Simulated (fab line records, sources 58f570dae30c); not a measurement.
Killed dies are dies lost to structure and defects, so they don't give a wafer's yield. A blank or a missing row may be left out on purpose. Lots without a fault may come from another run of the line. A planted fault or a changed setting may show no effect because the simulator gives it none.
A struck lot beside a sound one | flow berkeley_cmos170 | 15 steps out of a route of 331
Sound: wafers L794.2, L794.4, L794.5. Struck: wafers L797.2, L797.3, L797.4. The cause comes at the end.
At each step with rows: each side's tool, then ch and its chambers, then its first start. Under that, the readings that differ: sound wafers | struck wafers | difference of the means | sigmas: that difference in standard deviations of wafers without a fault.
alike: readings whose means differ by less than 2 such deviations, and words and numbers that are the same on both sides. not compared: withheld readings, readings that some wafer has no value for, bounds like >300 that may hide the same value, and numbers for which the record gives no deviation and whose values overlap.
The two part at a step that has a row with sigmas, a row that says differs or no value, or rows on one side only. Numbers that don't overlap but have no deviation are shown without sigmas and don't part them. A reading that every wafer of one side lacks parts them only if that side has two wafers or more.

first, 6 steps without rows for these wafers: UCB170_M2_COAT_09; UCB170_M2_COAT_10 (resist thk 900 nm); UCB170_M2_SOFTBAKE_11 (time 60 s); UCB170_M2_EXPOSE_12 (exposes mask METAL2, target cd 700 nm); UCB170_M2_PEB_13; UCB170_M2_DEVELOP_14 (develop time 45 s).
UCB170_M2_CD_MEAS_15: target cd 700 nm.
  sound on cd_sem-01, day 9 19:11; struck on cd_sem-02, day 10 06:52
  alike: cd_nm
UCB170_M2_OVL_MEAS_16:
  sound on overlay-01, day 9 19:17; struck on overlay-01, day 10 06:59
  alike: M2_OVL
UCB170_M2_ETCH_17: etches BARC in N2/H2.
  sound on rie_diel-04 ch 0,1,2, day 9 19:19; struck on rie_diel-03 ch 0,1,2, day 10 07:01
  reading                     | sound          | struck         | difference | sigmas
  drypump_motor_current_A (A) | 5.96 5.95 6.08 | 5.54 5.64 5.03 | -0.59      | -2
  alike: oes_product_au, throttle_valve_pct
UCB170_M2_METAL_ETCH_18: etches Al in Cl2/BCl3, stops on SiO2, target depth 1170 nm, time 195 s.
  sound on rie_metal-01 ch 0,1, day 9 19:22; struck on rie_metal-04 ch 0,1, day 10 07:03
  reading                | sound             | struck            | difference | sigmas
  throttle_valve_pct (%) | 24.98 24.41 24.97 | 23.89 23.89 24.51 | -0.69      | -2
  alike: drypump_motor_current_A, oes_product_au
  not compared: rf_hours_counter_h
UCB170_M2_STRIP_19: strips in O2.
  sound on plasma_asher-04 ch 1, day 9 19:33; struck on plasma_asher-03 ch 0,1, day 10 07:14
  reading               | sound             | struck            | difference | sigmas
  oes_product_au (a.u.) | 0.543 0.557 0.550 | 0.525 0.511 0.511 | -0.034     | -2
  alike: drypump_motor_current_A
  not compared: rf_hours_counter_h
UCB170_M2_CD_MEAS_90: target cd 700 nm.
  sound on cd_sem-01, day 9 19:40; struck on cd_sem-01, day 10 07:22
  alike: cd_nm
UCB170_V2_CVD_00: deposits SiO2 from TEOS/O2, target thk 2000 nm, time 250 s.
  sound on pecvd-02 ch 0,1, day 9 19:46; struck on pecvd-03 ch 1,2, day 10 07:28
  reading                             | sound          | struck         | difference | sigmas
  model.SiO2_of_V2_CVD_00.thk_nm (nm) | 1922 2001 1984 | 3654 3645 3693 | +1695      |
  alike: heater_power_w
UCB170_V2_THK_MEAS_01:
  sound on film_metro-01, day 9 20:01; struck on film_metro-01, day 10 07:51
  reading          | sound          | struck         | difference | sigmas
  V2_TEOS_THK (nm) | 1921 2002 1984 | 3653 3644 3692 | +1694      | +63
  not compared: hold
UCB170_M3_PROBE_99:
  the record has rows for the sound wafers here (prober-02, day 10 03:13) and none for the struck ones

WHERE THEY PART
First at UCB170_M2_ETCH_17; last, within this record, at UCB170_M3_PROBE_99.

WHY: what the simulator had put in
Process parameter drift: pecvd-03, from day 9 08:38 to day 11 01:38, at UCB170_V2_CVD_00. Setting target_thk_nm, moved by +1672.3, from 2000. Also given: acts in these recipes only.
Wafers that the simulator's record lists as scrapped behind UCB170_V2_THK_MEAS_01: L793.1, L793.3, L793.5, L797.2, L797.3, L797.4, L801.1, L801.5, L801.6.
